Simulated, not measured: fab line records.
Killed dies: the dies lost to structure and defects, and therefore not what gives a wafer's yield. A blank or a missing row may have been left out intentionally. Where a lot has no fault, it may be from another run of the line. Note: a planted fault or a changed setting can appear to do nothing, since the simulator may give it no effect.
Problem report in the 8D (eight disciplines) form, filled by code ; flow berkeley cmos170 ; the parts of the form that need people (team, actions taken, sign-off) are left out

1. WHAT IS WRONG
Mean of rf fwd power W at UCB170_ACTIVE_ETCH_15: 268.6 W across 9 wafers in 3 lots; on wafers with no fault it is 447.8 W (standard deviation 1.6). So: -99 or more standard deviations from the usual mean.
The step: etches Si3N4 in CH3F/Ar/O2, stops on SiO2, target depth 242 nm, time 151 s.
Earliest sighting: wafer L344.3 on rie diel-04 at day 7 00:42. The record has a number at this step for 45 wafers belonging to 15 lots. By rule, "out" or "out of limits" means more than 4 standard deviations away from the usual mean. Any other wafer with a number is counted as sound.

2. WHAT THIS IS AND IS NOT
question;is;is not
which readings at this step;rf fwd power W, oes product au;drypump motor current A, throttle valve pct
which lots;L344, L346, L348;L331, L333, L334, L336, L337, L338, L339, L342, L343, L347, L350, L351
which wafers of those lots;all that have a number;-
read on which tools;rie diel-04;rie diel-02, rie diel-03
when;from day 7 00:42;"up to then (24 sound wafers); but 12 sound wafers of L343, L347, L350, L351 came after"

3. SUSPECTS, AND WHAT RULES EACH OUT
Counting: any tool at a process step up to the reading is kept as a suspect provided that every lot that is out went through it and no sound lot did after the first of them.
- rie diel-04 at UCB170_ACTIVE_ETCH_15 (etches Si3N4 in CH3F/Ar/O2, stops on SiO2, target depth 242 nm, time 151 s): kept. It ran every lot that is out, first L344 (day 7 00:42), and no sound lot after that; its last sound lot up to then is L338 (day 6 06:53). On those wafers its own readings are out: oes product au, rf fwd power W.
Left after counting: rie diel-04 at UCB170_ACTIVE_ETCH_15.

4. THE CAUSE (what the simulator had put in)
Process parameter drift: rie diel-04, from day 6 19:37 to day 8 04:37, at UCB170_ACTIVE_ETCH_15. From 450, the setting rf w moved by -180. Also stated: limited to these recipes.
Only this tool survived the counting.

5. THE EFFECT CHAIN, in route order
One row per reading whose mean, taken over the struck wafers that have a number, lies over 3 standard deviations from the usual. Scope: only readings with a usual standard deviation given in the record; hours: median across lots of the time from each lot's start at the first step in this table that gives one to its start at this step; sigmas: change in usual standard deviations.
hours;step;reading;usual;on struck wafers;change;sigmas
0;UCB170_ACTIVE_ETCH_15;oes product au;0.940 a.u.;0.862;-0.078;-6.0
0;UCB170_ACTIVE_ETCH_15;rf fwd power W;447.8 W;268.6;-179.2;-99 or more
0;UCB170_ACTIVE_STRIP_16;strip time to endpoint s;18.13 s;19.01;+0.88;+10
Process steps it contains:
- UCB170_ACTIVE_ETCH_15: etches Si3N4 in CH3F/Ar/O2, stops on SiO2, target depth 242 nm, time 151 s.
- UCB170_ACTIVE_STRIP_16: strips in O2.

6. WHAT WOULD HAVE CAUGHT IT SOONER
In this record no reading fell out of limits until day 7 00:42, 5 hours after the fault had begun at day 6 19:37.
